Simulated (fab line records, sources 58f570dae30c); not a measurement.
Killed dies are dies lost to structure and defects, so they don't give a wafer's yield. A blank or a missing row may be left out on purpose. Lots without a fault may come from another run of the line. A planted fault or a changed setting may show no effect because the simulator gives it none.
Chamber matching | flow berkeley_cmos170 | UCB170_NWELL_ETCH_13 on rie_diel-01: 4 sister chambers
The step etches Si3N4 in CH3F/Ar/O2, stops on SiO2, target depth 246.4 nm, time 154 s. 4 wafers are shown with their chamber, then 8 later ones without.

WAFERS WITH THEIR CHAMBER
wafer  | chamber | throttle_valve_pct (%)
L175.5 | 1       | 8.06
L177.1 | 0       | 8.09
L177.4 | 2       | 8.08
L186.1 | 3       | 7.80

WAFERS WITHOUT THEIR CHAMBER
wafer  | throttle_valve_pct (%)
L186.5 | 8.07
L186.6 | 8.09
L188.2 | 8.06
L188.4 | 7.78
L188.6 | 7.80
L191.3 | 8.09
L191.5 | 8.08
L191.6 | 7.79

WHICH CHAMBER EACH WENT THROUGH
wafer  | from the rows above          | in truth
L186.5 | can't be placed: 1 or 2 or 0 | 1
L186.6 | can't be placed: 0 or 2      | 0
L188.2 | 1                            | 1
L188.4 | 3                            | 3
L188.6 | 3                            | 3
L191.3 | can't be placed: 0 or 2      | 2
L191.5 | can't be placed: 2 or 0      | 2
L191.6 | 3                            | 3
Placed correctly: 4 of 8. Can't be placed from these rows: 4 (the true chamber is among the candidates in 4). Placed wrongly: 0.
How it was worked out, from the rows above alone: a wafer's distance from a chamber is the root of the sum, over the readings, of the square of ((its reading less the chamber's mean) divided by the reading's scatter). The wafer belongs to the nearest chamber; if the next one is less than 2 further off, it can't be placed. A chamber's mean is the mean of its shown wafers. The scatter: with one shown wafer a chamber, the root of the mean of the squares of how far each hidden wafer lies from its nearest shown one.
